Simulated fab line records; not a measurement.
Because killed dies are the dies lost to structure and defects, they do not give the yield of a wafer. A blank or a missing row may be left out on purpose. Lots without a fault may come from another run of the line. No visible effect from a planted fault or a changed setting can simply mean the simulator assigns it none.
The same fault as seen by 2 desks / flow berkeley_cmos170 / each desk holds nothing but its own numbers, with what lay behind them at the end

METROLOGY DESK
Lot by lot, what the gauges showed, no matter which tool ran the lot: averages of those sampled wafers that carry a number. The brackets show how far a lot's mean lies from the usual mean; more than 4 standard deviations puts the lot out of limits, marked OUT.
Columns: A = PLDD_TW at UCB170_PLDD_TW_MEAS_11, usual 1009; B = PLDD_RS at UCB170_SDANNEAL_RS_MEAS_04, usual 1029.9 ohm/sq
lot=L736; first seen here=day 5 17:37; A=998; B=1026.6
lot=L737; first seen here=day 6 04:09; A=997; B=1032.5
lot=L739; first seen here=day 6 17:21; A=999; B=1032.4
lot=L738; first seen here=day 6 17:52; A=1020; B=1033.7
lot=L744; first seen here=day 7 01:46; A=961 (-4.8) OUT; B=1047.6 (+7.1) OUT
lot=L743; first seen here=day 7 02:17; A=937 (-7.3) OUT; B=1044.3 (+5.8) OUT
lot=L745; first seen here=day 7 17:56; A=1017; B=1029.8
lot=L748; first seen here=day 8 09:27; A=1022; B=1030.2
lot=L751; first seen here=day 9 11:15; A=1022; B=1030.6
lot=L753; first seen here=day 9 19:29; A=1007; B=1029.2
lot=L754; first seen here=day 9 23:25; A=1007; B=1030.0
lot=L757; first seen here=day 10 08:55; A=1012; B=1028.8
lot=L758; first seen here=day 10 18:06; A=1012; B=1033.5
lot=L759; first seen here=day 11 12:13; A=993; B=1027.7
This desk's finding: out of limits on L743, L744; first on L744, day 7 01:46 (PLDD_TW at UCB170_PLDD_TW_MEAS_11). In limits: L736, L737, L739, L738, L745, L748, L751, L753, L754, L757, L758, L759.

AT THE TOOL OWNER'S DESK: implanter-04
The tool's own readings at UCB170_PLDD_IMPLANT_08: means of the sampled wafers that have a number, for each lot that ran on this tool. The brackets show how far a lot's mean lies from the usual mean; more than 4 standard deviations puts the lot out of limits, marked OUT.
Columns: A = beam_energy_keV at UCB170_PLDD_IMPLANT_08, usual 10.001; B = beam_on_s at UCB170_PLDD_IMPLANT_08, usual 10.00 s; C = end_station_pressure_torr at UCB170_PLDD_IMPLANT_08, usual 5.13e-06 Torr; D = faraday_current_uA at UCB170_PLDD_IMPLANT_08, usual 158.6; E = rotation_deg at UCB170_PLDD_IMPLANT_08, usual -0.004 degrees
lot=L736; first seen here=day 5 17:13; A=10.003; B=10.04; C=5.16e-06; D=158.4; E=-0.029
lot=L737; first seen here=day 6 03:46; A=9.995; B=9.86; C=4.94e-06; D=161.1; E=0.000
lot=L738; first seen here=day 6 17:28; A=9.998; B=9.84; C=4.83e-06; D=161.0; E=-0.001
lot=L744; first seen here=day 7 01:23; A=6.501 (-99 or more) OUT; B=15.69 (+30) OUT; C=5.08e-06; D=100.9 (-19) OUT; E=0.012
lot=L743; first seen here=day 7 01:53; A=6.501 (-99 or more) OUT; B=15.96 (+31) OUT; C=5.19e-06; D=99.2 (-20) OUT; E=-0.009
lot=L754; first seen here=day 9 23:02; A=9.998; B=9.77; C=4.92e-06; D=162.2; E=0.006
lot=L757; first seen here=day 10 08:31; A=9.999; B=10.12; C=4.99e-06; D=157.1; E=-0.005
lot=L758; first seen here=day 10 17:42; A=10.001; B=9.89; C=5.42e-06; D=160.6; E=0.006
lot=L759; first seen here=day 11 11:49; A=9.997; B=10.04; C=4.98e-06; D=157.4; E=-0.003
This desk's finding: out of limits on L743, L744; first on L744, day 7 01:23 (beam_energy_keV at UCB170_PLDD_IMPLANT_08). In limits: L736, L737, L738, L754, L757, L758, L759.

TAKEN TOGETHER
An alarm could have come from the tool owner's desk at day 7 01:23, on L743, L744.
The metrology desk could have raised an alarm at day 7 01:46, on L743, L744.
Of the lots named, all ran UCB170_PLDD_IMPLANT_08 on implanter-04.

WHAT THE SIMULATOR PUT IN
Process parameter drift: implanter-04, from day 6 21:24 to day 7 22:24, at UCB170_PLDD_IMPLANT_08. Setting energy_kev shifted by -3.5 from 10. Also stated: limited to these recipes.
Lots struck among those shown: L743, L744.
Counting hours from when the fault started, the first reading out of limits came at 4 for the tool owner's desk and at 4 for the metrology desk.
